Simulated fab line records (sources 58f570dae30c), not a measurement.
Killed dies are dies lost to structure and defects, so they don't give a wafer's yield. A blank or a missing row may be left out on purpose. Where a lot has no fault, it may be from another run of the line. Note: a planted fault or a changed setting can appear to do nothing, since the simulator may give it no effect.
fab line records | flow berkeley-cmos170
[record] lots = 5 | wafers = 23
route steps=331 shown M3@310
start-h: start of the lot's first displayed wafer, in hours after the record's first day | wait-h: hours since the lot's step before | " same as the row above | L1.1+2: a single row standing in for several wafers | - either no value or no given start | * or withheld: withheld | < > ~ a bound
route shown NAME@n: NAME is a module with steps in the file, n the number in the route of the first one | usual: the fault-free wafers' mean and standard deviation | same: alike in all rows | chamber/n: place in a boat | sites: the reading at each site | _std_site: how widely they spread, as a standard deviation | _edge_site: mean of outer sites minus mean of inner sites | radius-mm: how far each site lies from the wafer's centre | mask NAME#n: copy n | behind: the last tool/chamber to shape the wafer | hold: cause of the lot's hold/its duration in hours/its outcome | device: whichever transistor did not switch (one of n, p or np) | end of line: the tests these same wafers got at the end of their route | for a step that has no rows: nothing shown but its recipe | killed: count of dies lost to structure and defects at first sort (not the wafer's yield) | map: a wafer's dies, x killed, . not, _ none there
set.NAME: the run value of the setting; set.NAME@STEP: its run value at that earlier step | model.NAME: the simulator's own value behind a step, which no gauge read
lots where settings were altered on purpose, with a table for each step and a row for each wafer
[[steps]]
[step UCB170_M3_SPUTTER_01]
[recipe] material = Al | target-thk-nm = 900 | time-s = 120 | power-w = 6000 | chamber-pressure-pa = 0.5
lot.wafer | tool           | chamber | start-h | wait-h | set.power-w | model.Al_of_M3_SPUTTER_01.thk-nm
L077.1    | pvd-sputter-04 | -       | 223.25  | 0.0    | 6000        | 891.1
L077.2    | "              | -       | "       | "      | 6000        | 897.5
L077.4    | "              | -       | "       | "      | 6000        | 886.1
L084.1    | pvd-sputter-04 | -       | 234.69  | 0.0    | 6622        | 995
L084.2    | "              | -       | "       | "      | 6000        | 884.5
L084.4    | "              | -       | "       | "      | 6622        | 992.8
L084.5    | "              | -       | "       | "      | 6000        | 890.9
L084.6    | "              | -       | "       | "      | 6622        | 973.4
L083.1    | pvd-sputter-03 | -       | 236.59  | 0.0    | 6435        | 966.3
L083.2    | "              | -       | "       | "      | 6000        | 900.5
L083.3    | "              | -       | "       | "      | 6435        | 978
L083.5    | "              | -       | "       | "      | 6435        | 959.6
L083.6    | "              | -       | "       | "      | 6000        | 897.7
L080.2    | pvd-sputter-01 | -       | 237.98  | 0.0    | 6000        | 883.2
L080.3    | "              | -       | "       | "      | 5450        | 810
L080.4    | "              | -       | "       | "      | 6000        | 885.1
L080.5    | "              | -       | "       | "      | 5450        | 813.2
L080.6    | "              | -       | "       | "      | 6000        | 893.8
L082.1    | pvd-sputter-03 | -       | 239.21  | 0.0    | 6000        | 911.6
L082.2    | "              | -       | "       | "      | 6000        | 922.8
L082.4    | "              | -       | "       | "      | 6000        | 920.9
L082.5    | "              | -       | "       | "      | 6000        | 904.8
L082.6    | "              | -       | "       | "      | 6000        | 911
[step UCB170_M3_RS_MEAS_02]
[recipe] thk-meas-gauge = four-point-probe | reads = Al_of_M3_SPUTTER_01
[usual] M3_AL_RS = 0.0322/0.00035
lot.wafer | tool          | chamber | start-h | wait-h | set.power-w@M3_SPUTTER_01 | M3_AL_RS[ohm/sq]
L077.1    | film-metro-04 | -       | 223.34  | 0.0    | 6000                      | 0.0325
L077.2    | "             | -       | "       | "      | 6000                      | 0.0322
L077.4    | "             | -       | "       | "      | 6000                      | 0.0327
L084.1    | film-metro-04 | -       | 234.78  | 0.0    | 6622                      | 0.0290
L084.2    | "             | -       | "       | "      | 6000                      | 0.0328
L084.4    | "             | -       | "       | "      | 6622                      | 0.0291
L084.5    | "             | -       | "       | "      | 6000                      | 0.0325
L084.6    | "             | -       | "       | "      | 6622                      | 0.0297
L083.1    | film-metro-04 | -       | 236.68  | 0.0    | 6435                      | 0.0300
L083.2    | "             | -       | "       | "      | 6000                      | 0.0321
L083.3    | "             | -       | "       | "      | 6435                      | 0.0295
L083.5    | "             | -       | "       | "      | 6435                      | 0.0301
L083.6    | "             | -       | "       | "      | 6000                      | 0.0323
L080.2    | film-metro-02 | -       | 238.08  | 0.1    | 6000                      | 0.0328
L080.3    | "             | -       | "       | "      | 5450                      | 0.0358
L080.4    | "             | -       | "       | "      | 6000                      | 0.0327
L080.5    | "             | -       | "       | "      | 5450                      | 0.0357
L080.6    | "             | -       | "       | "      | 6000                      | 0.0324
L082.1    | film-metro-02 | -       | 239.30  | 0.0    | 6000                      | 0.0318
L082.2    | "             | -       | "       | "      | 6000                      | 0.0313
L082.4    | "             | -       | "       | "      | 6000                      | 0.0314
L082.5    | "             | -       | "       | "      | 6000                      | 0.0320
L082.6    | "             | -       | "       | "      | 6000                      | 0.0318
[step UCB170_M3_THK_MEAS_03]
[recipe] thk-meas-gauge = xrf | reads = Al_of_M3_SPUTTER_01
[usual] M3_AL_THK = 871/9.4
lot.wafer | tool          | chamber | start-h | wait-h | set.power-w@M3_SPUTTER_01 | M3_AL_THK[nm]
L077.1    | film-metro-04 | -       | 223.46  | 0.1    | 6000                      | 869
L077.2    | "             | -       | "       | "      | 6000                      | 869
L077.4    | "             | -       | "       | "      | 6000                      | 860
L084.1    | film-metro-04 | -       | 234.90  | 0.1    | 6622                      | 964
L084.2    | "             | -       | "       | "      | 6000                      | 858
L084.4    | "             | -       | "       | "      | 6622                      | 962
L084.5    | "             | -       | "       | "      | 6000                      | 860
L084.6    | "             | -       | "       | "      | 6622                      | 945
L083.1    | film-metro-04 | -       | 236.80  | 0.1    | 6435                      | 939
L083.2    | "             | -       | "       | "      | 6000                      | 868
L083.3    | "             | -       | "       | "      | 6435                      | 945
L083.5    | "             | -       | "       | "      | 6435                      | 933
L083.6    | "             | -       | "       | "      | 6000                      | 870
L080.2    | film-metro-02 | -       | 238.19  | 0.1    | 6000                      | 849
L080.3    | "             | -       | "       | "      | 5450                      | 778
L080.4    | "             | -       | "       | "      | 6000                      | 851
L080.5    | "             | -       | "       | "      | 5450                      | 786
L080.6    | "             | -       | "       | "      | 6000                      | 859
L082.1    | film-metro-02 | -       | 239.42  | 0.1    | 6000                      | 877
L082.2    | "             | -       | "       | "      | 6000                      | 882
L082.4    | "             | -       | "       | "      | 6000                      | 885
L082.5    | "             | -       | "       | "      | 6000                      | 870
L082.6    | "             | -       | "       | "      | 6000                      | 872
[step UCB170_M3_EXPOSE_12]
[recipe] mask-id = METAL3 | target-cd-nm = 700 | na = 0.5 | sigma-outer = 0.6 | source-shape = conventional | dose-mj = 26
lot.wafer  | tool           | chamber | start-h | wait-h | mask     | set.dose-mj
L077.1+2+4 | krf-scanner-01 | 0       | 225.36  | -      | METAL3#0 | 26
L084.1+5+6 | krf-scanner-01 | 0       | 236.57  | -      | METAL3#0 | 26
L084.2+4   | "              | 0       | "       | "      | METAL3#0 | 25.27
L083.1+6   | krf-scanner-01 | 0       | 238.13  | -      | METAL3#0 | 25.21
L083.2+3+5 | "              | 0       | "       | "      | METAL3#0 | 26
L080.2+3+6 | krf-scanner-01 | 0       | 239.60  | -      | METAL3#0 | 25.32
L080.4+5   | "              | 0       | "       | "      | METAL3#0 | 26
L082.1+2   | krf-scanner-01 | 0       | 240.85  | -      | METAL3#0 | 27.09
L082.4+5+6 | "              | 0       | "       | "      | METAL3#0 | 26
[step UCB170_M3_PEB_13]
[recipe] peb-temp-c = 130 | peb-time-s = withheld | resist = KrF
[step UCB170_M3_DEVELOP_14]
[recipe] developer = TMAH | develop-time-s = 45 | resist = KrF | dev-temp-c = 21
[step UCB170_M3_CD_MEAS_15]
[recipe] target-cd-nm = 700
[usual] cd-nm = 700.5/1.6
lot.wafer | tool      | chamber | start-h | wait-h | set.dose-mj@M3_EXPOSE_12 | cd-nm
L077.1    | cd-sem-02 | -       | 225.77  | -      | 26                       | 698.2
L077.2    | "         | -       | "       | "      | 26                       | 698.5
L077.4    | "         | -       | "       | "      | 26                       | 698.3
L084.1    | cd-sem-01 | -       | 236.96  | -      | 26                       | 701.3
L084.2    | "         | -       | "       | "      | 25.27                    | 706.8
L084.4    | "         | -       | "       | "      | 25.27                    | 707.8
L084.5    | "         | -       | "       | "      | 26                       | 701.9
L084.6    | "         | -       | "       | "      | 26                       | 702.5
L083.1    | cd-sem-02 | -       | 238.86  | -      | 25.21                    | 704.9
L083.2    | "         | -       | "       | "      | 26                       | 701.6
L083.3    | "         | -       | "       | "      | 26                       | 699.6
L083.5    | "         | -       | "       | "      | 26                       | 701.0
L083.6    | "         | -       | "       | "      | 25.21                    | 705.6
L080.2    | cd-sem-02 | -       | 240.00  | -      | 25.32                    | 708.4
L080.3    | "         | -       | "       | "      | 25.32                    | 707.4
L080.4    | "         | -       | "       | "      | 26                       | 702.3
L080.5    | "         | -       | "       | "      | 26                       | 703.0
L080.6    | "         | -       | "       | "      | 25.32                    | 707.5
L082.1    | cd-sem-01 | -       | 241.24  | -      | 27.09                    | 695.1
L082.2    | "         | -       | "       | "      | 27.09                    | 694.0
L082.4    | "         | -       | "       | "      | 26                       | 701.5
L082.5    | "         | -       | "       | "      | 26                       | 703.7
L082.6    | "         | -       | "       | "      | 26                       | 701.5
[step UCB170_M3_ETCH_17]
[recipe] chemistry = N2/H2 | target-depth-a = withheld | overetch-a = withheld | target = BARC | time-s = withheld | source-w = 500 | bias-w = 100 | pressure-mtorr = 30 | n2-flow-sccm = 100 | h2-flow-sccm = 200
lot.wafer | tool        | chamber | start-h | wait-h | set.dose-mj@M3_EXPOSE_12 | model.M3.cd-nm
L077.1    | rie-diel-01 | 2       | 225.93  | 0.0    | 26                       | 697.4
L077.2    | "           | 0       | "       | "      | 26                       | 698.1
L077.4    | "           | 1       | "       | "      | 26                       | 698.2
L084.1    | rie-diel-01 | 0       | 237.12  | 0.0    | 26                       | 701.9
L084.2    | "           | 1       | "       | "      | 25.27                    | 707.2
L084.4    | "           | 0       | "       | "      | 25.27                    | 707.9
L084.5    | "           | 1       | "       | "      | 26                       | 702.8
L084.6    | "           | 3       | "       | "      | 26                       | 701.7
L083.1    | rie-diel-02 | 1       | 239.02  | 0.0    | 25.21                    | 705.8
L083.2    | "           | 3       | "       | "      | 26                       | 701.2
L083.3    | "           | 0       | "       | "      | 26                       | 699.9
L083.5    | "           | 2       | "       | "      | 26                       | 701.6
L083.6    | "           | 3       | "       | "      | 25.21                    | 705.6
L080.2    | rie-diel-01 | 0       | 240.13  | 0.0    | 25.32                    | 708.1
L080.3    | "           | 3       | "       | "      | 25.32                    | 706.3
L080.4    | "           | 1       | "       | "      | 26                       | 702.4
L080.5    | "           | 0       | "       | "      | 26                       | 702.5
L080.6    | "           | 3       | "       | "      | 25.32                    | 706.5
L082.1    | rie-diel-03 | 2       | 241.40  | 0.0    | 27.09                    | 694.9
L082.2    | "           | 0       | "       | "      | 27.09                    | 694.4
L082.4    | "           | 1       | "       | "      | 26                       | 701.7
L082.5    | "           | 1       | "       | "      | 26                       | 703.5
L082.6    | "           | 2       | "       | "      | 26                       | 702
[step UCB170_M3_METAL_ETCH_18]
[recipe] chemistry = Cl2/BCl3 | target = Al | stop-on = SiO2 | pressure-mtorr = 12 | target-depth-a = 11700 | over-etch-frac = 0.3 | time-s = 195 | icp-w = 600 | bias-w = 120 | Cl2_flow_sccm = 90 | bcl3-flow-sccm = 45
[usual] oes-product-au = 0.844/0.012
lot.wafer | tool         | chamber | start-h | wait-h | set.leave-above-ref-nm@V2_CMP_02 | set.power-w@M3_SPUTTER_01 | oes-product-au | model.SiO2_of_V2_CVD_00.thk-nm
L077.1    | rie-metal-01 | 0       | 225.97  | -      | 1000                             | 6000                      | 0.835          | 935.6
L077.2    | "            | 1       | "       | "      | 1000                             | 6000                      | 0.836          | 938.6
L077.4    | "            | 0       | "       | "      | 1000                             | 6000                      | 0.830          | 936.7
L084.1    | rie-metal-02 | 1       | 237.16  | -      | 1021                             | 6622                      | 0.892          | -
L084.2    | "            | 0       | "       | "      | 1021                             | 6000                      | 0.827          | 959.6
L084.4    | "            | 1       | "       | "      | 1000                             | 6622                      | 0.892          | -
L084.5    | "            | 0       | "       | "      | 1021                             | 6000                      | 0.825          | 957.6
L084.6    | "            | 1       | "       | "      | 1000                             | 6622                      | 0.890          | -
L083.1    | rie-metal-03 | 1       | 239.06  | -      | 1000                             | 6435                      | 0.902          | -
L083.2    | "            | 0       | "       | "      | 1052                             | 6000                      | 0.845          | 987.3
L083.3    | "            | 0       | "       | "      | 1000                             | 6435                      | 0.882          | -
L083.5    | "            | 1       | "       | "      | 1052                             | 6435                      | 0.896          | -
L083.6    | "            | 0       | "       | "      | 1000                             | 6000                      | 0.841          | 934.3
L080.2    | rie-metal-01 | 0       | 240.17  | -      | 1000                             | 6000                      | 0.843          | 935.1
L080.3    | "            | 0       | "       | "      | 1063                             | 5450                      | 0.801          | -
L080.4    | "            | 1       | "       | "      | 1000                             | 6000                      | 0.832          | 935.4
L080.5    | "            | 0       | "       | "      | 1063                             | 5450                      | 0.799          | -
L080.6    | "            | 1       | "       | "      | 1063                             | 6000                      | 0.839          | 1000
L082.1    | rie-metal-03 | 1       | 241.44  | -      | 1000                             | 6000                      | 0.858          | 939.5
L082.2    | "            | 0       | "       | "      | 1049                             | 6000                      | 0.851          | 983.4
L082.4    | "            | 1       | "       | "      | 1000                             | 6000                      | 0.873          | 938.8
L082.5    | "            | 0       | "       | "      | 1049                             | 6000                      | 0.852          | 983.4
L082.6    | "            | 1       | "       | "      | 1049                             | 6000                      | 0.864          | 986.9
[[key]]
[split] step = UCB170_M3_SPUTTER_01 | setting = power-w | stated = 6000 | by = wafer
[response] step = UCB170_M3_SPUTTER_01 | reading = model.Al_of_M3_SPUTTER_01.thk-nm | change = +9.11 | per = 1% | r = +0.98
[response] step = UCB170_M3_RS_MEAS_02 | reading = M3_AL_RS | change = -0.000327 | per = 1% | r = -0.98
[response] step = UCB170_M3_THK_MEAS_03 | reading = M3_AL_THK | change = +8.89 | per = 1% | r = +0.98
[response] step = UCB170_M3_METAL_ETCH_18 | reading = oes-product-au | change = +0.00567 | per = 1% | r = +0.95
[split] step = UCB170_M3_EXPOSE_12 | setting = dose-mj | stated = 26 | by = wafer
[response] step = UCB170_M3_CD_MEAS_15 | reading = cd-nm | change = -1.8 | per = 1% | r = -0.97
[response] step = UCB170_M3_ETCH_17 | reading = model.M3.cd-nm | change = -1.79 | per = 1% | r = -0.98
split outside-this-file step=UCB170_V2_CMP_02 setting=leave-above-ref-nm
// split outside-this-file: this setting was split too, and the file shows its column; the key of that split is in another file
